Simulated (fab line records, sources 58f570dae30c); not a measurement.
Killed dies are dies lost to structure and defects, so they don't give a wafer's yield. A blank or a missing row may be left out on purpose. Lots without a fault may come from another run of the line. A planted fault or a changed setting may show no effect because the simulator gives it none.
fab line records | flow berkeley_cmos170 | part 2 of 2: steps 28 to 41 of 41
record lots=5 wafers=15 last_day=12
route steps=331 shown M1@242 V1@254 M2@271
lots that met no fault: from a run of the same line without faults
start_h: hours from the record's first day to the start of the lot's first wafer shown | wait_h: hours since the lot's step before | " the same as in the row above | L1.1+2: a row that stands for several wafers | - no value, or no start given | * or withheld: withheld | < > ~ a bound
route shown NAME@n: a module of which the file shows steps, and the number in the route of the first | usual: mean/standard deviation of fault-free wafers | same: alike in all rows | chamber/n: place in a boat | sites: the reading at each site | _std_site: their standard deviation | _edge_site: outer sites' mean less inner sites' | radius_mm: how far each site lies from the wafer's centre | mask NAME#n: copy n | behind: the tool/chamber that last shaped the wafer | hold: why the lot was held/for how many hours/how that ended | device: the transistor (n, p or np) that didn't switch | end of line: the same wafers' tests at the end of the route | a step without rows: its recipe alone | killed: dies lost to structure and defects at the first sort, not the wafer's yield | map: a wafer's dies, x killed, . not, _ none there
set.NAME: the setting as run; set.NAME@STEP: as run at that earlier step | model.NAME: the simulator's own value behind a step, which no gauge read
lots at some steps of the route; a table a step, a row a wafer
services: from which hour (start_h, from the record's first day; less than 0 if before it) a tool's chamber was out of use, for how many hours, and why
## steps
# step UCB170_V1_STRIP_15
# recipe chemistry=O2 power_w=400 pressure_mtorr=3500 platen_temp_c=withheld o2_flow_sccm=400 overash_fraction=0.5
# usual drypump_motor_current_A=5.37/0.22 oes_product_au=0.722/0.0044 strip_time_to_endpoint_s=15.34/0.11
# columns lot.wafer tool chamber start_h wait_h drypump_motor_current_A oes_product_au rf_hours_counter_h strip_time_to_endpoint_s
L077.4 plasma_asher-01 0 189.56 0.0 5.38 0.722 - 15.23
L077.5 " 0 " " 5.39 0.725 - 15.46
L077.6 " 1 " " 5.76 0.723 - 15.43
L076.2 plasma_asher-04 1 191.22 0.1 5.44 0.716 7 15.40
L076.3 " 1 " " 5.43 0.725 - 15.41
L076.5 " 0 " " 5.47 0.725 - 15.48
L084.1 plasma_asher-02 0 220.18 0.1 5.18 0.722 50 15.39
L084.5 " 0 " " 5.20 0.718 - 15.39
L084.6 " 1 " " 5.07 0.718 - 15.36
L091.2 plasma_asher-02 1 269.76 0.1 5.04 0.724 54 15.38
L091.5 " 1 " " 5.07 0.728 - 15.38
L091.6 " 0 " " 5.19 0.729 - 15.43
L094.3 plasma_asher-02 1 285.81 0.1 5.05 0.722 - 15.50
L094.4 " 0 " " 5.16 0.724 - 15.42
L094.6 " 1 " " 5.08 0.721 - 15.35
# step UCB170_V1_CD_MEAS_90
# recipe target_cd_nm=700
# usual cd_nm=699.8/1.5
# columns lot.wafer tool chamber start_h wait_h cd_nm
L077.4 cd_sem-01 - 189.69 0.1 700.9
L077.5 " - " " 700.3
L077.6 " - " " 702.5
L076.2 cd_sem-01 - 191.34 0.1 699.1
L076.3 " - " " 697.5
L076.5 " - " " 699.8
L084.1 cd_sem-02 - 220.28 0.1 699.7
L084.5 " - " " 700.2
L084.6 " - " " 701.1
L091.2 cd_sem-01 - 269.88 0.1 698.6
L091.5 " - " " 698.7
L091.6 " - " " 698.7
L094.3 cd_sem-02 - 285.91 0.1 699.4
L094.4 " - " " 698.7
L094.6 " - " " 700.2
# step UCB170_M2_PRE_CLEAN_00
# recipe gas=Ar preclean_etch_time_s=60
# columns lot.wafer tool chamber start_h wait_h
L077.4+5+6 pvd_sputter-01 - 189.75 0.0
L076.2+3+5 pvd_sputter-03 - 191.44 0.1
L084.1+5+6 pvd_sputter-03 - 220.42 0.1
L091.2+5+6 pvd_sputter-04 - 269.98 0.1
L094.3+4+6 pvd_sputter-04 - 285.99 0.1
# step UCB170_M2_SPUTTER_01
# recipe material=Al target_thk_nm=900 time_s=120 power_w=6000 chamber_pressure_pa=0.5
# usual throttle_valve_pct=30.2/1.1
# columns lot.wafer tool chamber start_h wait_h throttle_valve_pct
L077.4 pvd_sputter-01 - 189.81 0.0 27.9
L077.5 " - " " 30.5
L077.6 " - " " 28.1
L076.2 pvd_sputter-03 - 191.51 0.0 28.5
L076.3 " - " " 31.0
L076.5 " - " " 30.8
L084.1 pvd_sputter-03 - 220.48 0.0 31.3
L084.5 " - " " 29.9
L084.6 " - " " 31.0
L091.2 pvd_sputter-04 - 270.05 0.0 31.5
L091.5 " - " " 30.6
L091.6 " - " " 32.0
L094.3 pvd_sputter-04 - 286.06 0.0 30.9
L094.4 " - " " 31.7
L094.6 " - " " 31.4
# step UCB170_M2_RS_MEAS_02
# recipe thk_meas_gauge=four-point-probe reads=Al_of_M2_SPUTTER_01
# usual M2_AL_RS=0.0320/0.00044
# columns lot.wafer tool chamber start_h wait_h M2_AL_RS[ohm/sq]
L077.4 film_metro-01 - 189.96 0.1 0.0323
L077.5 " - " " 0.0318
L077.6 " - " " 0.0323
L076.2 film_metro-03 - 191.61 0.1 0.0321
L076.3 " - " " 0.0325
L076.5 " - " " 0.0323
L084.1 film_metro-01 - 220.57 0.0 0.0325
L084.5 " - " " 0.0323
L084.6 " - " " 0.0323
L091.2 film_metro-04 - 270.15 0.1 0.0322
L091.5 " - " " 0.0325
L091.6 " - " " 0.0322
L094.3 film_metro-04 - 286.18 0.1 0.0308
L094.4 " - " " 0.0311
L094.6 " - " " 0.0309
# step UCB170_M2_THK_MEAS_03
# recipe thk_meas_gauge=xrf reads=Al_of_M2_SPUTTER_01
# usual M2_AL_THK=912/13
# columns lot.wafer tool chamber start_h wait_h M2_AL_THK[nm]
L077.4 film_metro-01 - 190.05 0.1 910
L077.5 " - " " 922
L077.6 " - " " 907
L076.2 film_metro-03 - 191.72 0.1 907
L076.3 " - " " 896
L076.5 " - " " 902
L084.1 film_metro-01 - 220.69 0.1 908
L084.5 " - " " 913
L084.6 " - " " 917
L091.2 film_metro-04 - 270.26 0.1 906
L091.5 " - " " 900
L091.6 " - " " 906
L094.3 film_metro-04 - 286.28 0.1 951
L094.4 " - " " 937
L094.6 " - " " 944
# step UCB170_M2_HMDS_04
# recipe prime_time_s=60 prime_temp_c=100.8
# columns lot.wafer tool chamber start_h wait_h
L077.4+5+6 litho_track-02 0 190.36 0.3
L076.2+3+5 litho_track-01 0 191.96 0.2
L084.1+5+6 litho_track-02 0 220.79 0.1
L091.2+5+6 litho_track-02 0 270.34 0.1
L094.3+4+6 litho_track-02 0 286.53 0.2
# step UCB170_M2_COAT_05
# recipe resist=KrF spin_rpm=1500 resist_thk_nm=900
# columns lot.wafer tool chamber start_h wait_h
L077.4+5+6 litho_track-02 0 190.51 0.1
L076.2+3+5 litho_track-01 0 192.11 0.1
L084.1+5+6 litho_track-02 0 220.94 0.1
L091.2+5+6 litho_track-02 0 270.49 0.1
L094.3+4+6 litho_track-02 0 286.68 0.1
# step UCB170_M2_SOFTBAKE_06
# recipe resist=KrF temp_c=130 time_s=60
# columns lot.wafer tool chamber start_h wait_h
L077.4+5+6 litho_track-02 0 190.66 0.1
L076.2+3+5 litho_track-01 0 192.26 0.1
L084.1+5+6 litho_track-02 0 221.09 0.1
L091.2+5+6 litho_track-02 0 270.64 0.1
L094.3+4+6 litho_track-02 0 286.83 0.1
# step UCB170_M2_STRIP_07
# recipe chemistry=O2 power_w=400 pressure_mtorr=3500 platen_temp_c=withheld o2_flow_sccm=400 overash_fraction=0.5
# usual drypump_motor_current_A=5.46/0.28 oes_product_au=0.735/0.0044 strip_time_to_endpoint_s=21.99/0.071
# columns lot.wafer tool chamber start_h wait_h drypump_motor_current_A oes_product_au rf_hours_counter_h strip_time_to_endpoint_s
L077.4 plasma_asher-04 0 190.77 0.1 5.46 0.735 - 21.97
L077.5 " 0 " " 5.45 0.737 - 21.95
L077.6 " 1 " " 5.43 0.732 - 21.99
L076.2 plasma_asher-01 0 192.39 0.1 5.39 0.729 47 22.04
L076.3 " 1 " " 5.77 0.730 - 22.04
L076.5 " 1 " " 5.76 0.731 - 21.99
L084.1 plasma_asher-04 1 221.24 0.1 5.43 0.735 10 22.01
L084.5 " 0 " " 5.48 0.739 - 21.95
L084.6 " 1 " " 5.44 0.736 - 21.96
L091.2 plasma_asher-03 0 270.76 0.1 4.87 0.730 51 22.09
L091.5 " 0 " " 4.87 0.737 - 22.09
L091.6 " 1 " " 5.72 0.739 - 22.17
L094.3 plasma_asher-01 1 286.96 0.1 5.79 0.734 - 21.99
L094.4 " 0 " " 5.39 0.737 - 21.99
L094.6 " 0 " " 5.38 0.727 - 22.00
# step UCB170_M2_STRIP_08
# recipe chemistry=DMSO temp_c=80 time_s=600 material=KrF
# columns lot.wafer tool chamber start_h wait_h
L077.4+5+6 wet_bench-01 0 190.84 0.0
L076.2+3+5 wet_bench-01 2 192.49 0.1
L084.1+5+6 wet_bench-01 1 221.50 0.2
L091.2+5+6 wet_bench-03 3 270.86 0.1
L094.3+4+6 wet_bench-01 1 287.03 0.0
# step UCB170_M2_COAT_09
# recipe resist=BARC temp_c=withheld time_s=withheld spin_rpm=3000 resist_thk_nm=withheld
# columns lot.wafer tool chamber start_h wait_h
L077.4+5+6 litho_track-04 0 191.22 0.2
L076.2+3+5 litho_track-02 0 192.78 0.1
L084.1+5+6 litho_track-04 0 222.05 0.4
L091.2+5+6 litho_track-04 0 271.53 0.5
L094.3+4+6 litho_track-01 0 287.34 0.1
# step UCB170_M2_COAT_10
# recipe resist=KrF spin_rpm=1500 resist_thk_nm=900
# columns lot.wafer tool chamber start_h wait_h
L077.4+5+6 litho_track-04 0 - -
L076.2+3+5 litho_track-02 0 - -
L084.1+5+6 litho_track-04 0 - -
L091.2+5+6 litho_track-04 0 - -
L094.3+4+6 litho_track-01 0 - -
# step UCB170_M2_SOFTBAKE_11
# recipe resist=KrF temp_c=130 time_s=60
# columns lot.wafer tool chamber start_h wait_h
L077.4+5+6 litho_track-04 0 - -
L076.2+3+5 litho_track-02 0 - -
L084.1+5+6 litho_track-04 0 - -
L091.2+5+6 litho_track-04 0 - -
L094.3+4+6 litho_track-01 0 - -
## services
# columns tool chamber start_h hours kind
cmp-01 - 170.79 0.7 repair
cmp-01 - 172.35 1.2 repair
krf_scanner-01 - 182.78 1.7 repair
plasma_asher-04 - 183.36 3.0 repair
plasma_asher-04 - 185.76 2.0 repair
pvd_sputter-04 - 194.01 31.4 repair
krf_scanner-02 - 200.80 0.6 repair
rie_diel-03 3 202.35 9.5 repair
krf_scanner-02 - 210.04 5.0 repair
pvd_sputter-03 - 220.61 0.5 repair
plasma_asher-02 - 221.27 4.3 pm
cmp-01 - 232.00 4.0 pm
rie_diel-03 - 236.35 0.4 repair
plasma_asher-02 - 239.97 14.6 pm
rie_diel-02 1 240.04 3.7 repair
krf_scanner-01 - 256.96 1.1 repair
pvd_sputter-03 - 257.14 2.4 repair
krf_scanner-01 - 262.62 4.0 pm
rie_diel-02 3 264.34 6.8 repair
krf_scanner-02 - 266.64 1.3 pm
rie_diel-03 2 270.54 1.4 repair
plasma_asher-02 - 282.08 2.8 pm
krf_scanner-02 - 282.20 1.0 pm
krf_scanner-01 - 284.56 1.3 pm
